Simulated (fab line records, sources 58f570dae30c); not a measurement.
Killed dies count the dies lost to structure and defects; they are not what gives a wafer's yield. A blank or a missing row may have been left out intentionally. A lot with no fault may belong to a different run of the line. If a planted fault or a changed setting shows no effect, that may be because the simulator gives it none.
Split-lot trial | flow berkeleyCmos170 | 5 lots, 23 wafers read, on a route of 331 steps

## THE SPLIT
At UCB170_ACTIVE_CVD_05 (deposits Si3N4 from SiH2Cl2/NH3, target thk 220 nm, time 3300 s), the setting pressureMtorr was moved away from the recipe's 200 mTorr on 20 of the 23 wafers read, by -14.0% to +4.2%. The other wafers ran this setting at the recipe's value.

There is no step in the file separating the split from the reading.

## THE READING
ACTIVE_NITRIDE_THK in nanometres, read at UCB170_ACTIVE_THK_MEAS_06. Fault-free wafers of this fab line usually give 220.3 nm, standard deviation 1.6 nm.

wafer  | tool, chamber at the split | pressureMtorr as run, mTorr | against the recipe | ACTIVE_NITRIDE_THK, nm | against lot-mates on the recipe
L075.1 | lpcvd-02, 0                | 200                         | recipe             | 221.3                  | -
L075.2 | lpcvd-02, 0                | 200                         | recipe             | 221.6                  | -
L075.4 | lpcvd-02, 0                | 200                         | recipe             | 219.7                  | -
L074.2 | -, -                       | 172                         | -14.0%             | 210.1                  | no lot-mate on the recipe
L074.3 | -, -                       | 172                         | -14.0%             | 210.9                  | no lot-mate on the recipe
L074.4 | -, -                       | 172                         | -14.0%             | 210.4                  | no lot-mate on the recipe
L074.5 | -, -                       | 172                         | -14.0%             | 210.6                  | no lot-mate on the recipe
L074.6 | -, -                       | 172                         | -14.0%             | 210.9                  | no lot-mate on the recipe
L080.1 | -, -                       | 189.6                       | -5.2%              | 214.6                  | no lot-mate on the recipe
L080.2 | -, -                       | 189.6                       | -5.2%              | 213.4                  | no lot-mate on the recipe
L080.4 | -, -                       | 189.6                       | -5.2%              | 216.9                  | no lot-mate on the recipe
L080.5 | -, -                       | 189.6                       | -5.2%              | 215.0                  | no lot-mate on the recipe
L080.6 | -, -                       | 189.6                       | -5.2%              | 214.3                  | no lot-mate on the recipe
L083.1 | -, -                       | 189.2                       | -5.4%              | 216.3                  | no lot-mate on the recipe
L083.3 | -, -                       | 189.2                       | -5.4%              | 215.9                  | no lot-mate on the recipe
L083.4 | -, -                       | 189.2                       | -5.4%              | 215.7                  | no lot-mate on the recipe
L083.5 | -, -                       | 189.2                       | -5.4%              | 215.3                  | no lot-mate on the recipe
L083.6 | -, -                       | 189.2                       | -5.4%              | 218.0                  | no lot-mate on the recipe
L084.1 | -, -                       | 208.3                       | +4.2%              | 222.9                  | no lot-mate on the recipe
L084.2 | -, -                       | 208.3                       | +4.2%              | 223.7                  | no lot-mate on the recipe
L084.3 | -, -                       | 208.3                       | +4.2%              | 221.7                  | no lot-mate on the recipe
L084.4 | -, -                       | 208.3                       | +4.2%              | 223.1                  | no lot-mate on the recipe
L084.6 | -, -                       | 208.3                       | +4.2%              | 223.5                  | no lot-mate on the recipe

FIT RESULTS
A straight line over all 23 wafers: ACTIVE_NITRIDE_THK changes by +0.703 nm for each +1% of pressureMtorr; r = +0.97; the points scatter about the line by 1.2 nm.
Too few moved wafers have a lot-mate on the recipe to fit a line with each lot's own level taken away.

## THE WHOLE CHAIN: every reading that the file lists as answering this split, in the file's order
step                      | what it does                                                    | reading                                                                       | change (the file's fit)               | r (the file's)
UCB170_ACTIVE_CVD_05      | deposits Si3N4 from SiH2Cl2/NH3, target thk 220 nm, time 3300 s | Si3N4_of_ACTIVE_CVD_05.thkNm (the simulator's own value, which no gauge read) | +0.708 nm for each +1% of the setting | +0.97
UCB170_ACTIVE_THK_MEAS_06 |                                                                 | ACTIVE_NITRIDE_THK                                                            | +0.702 for each +1% of the setting    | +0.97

## FILE'S OWN FIT
ACTIVE_NITRIDE_THK changes by +0.702 nm for each +1% of pressureMtorr, r = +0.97.
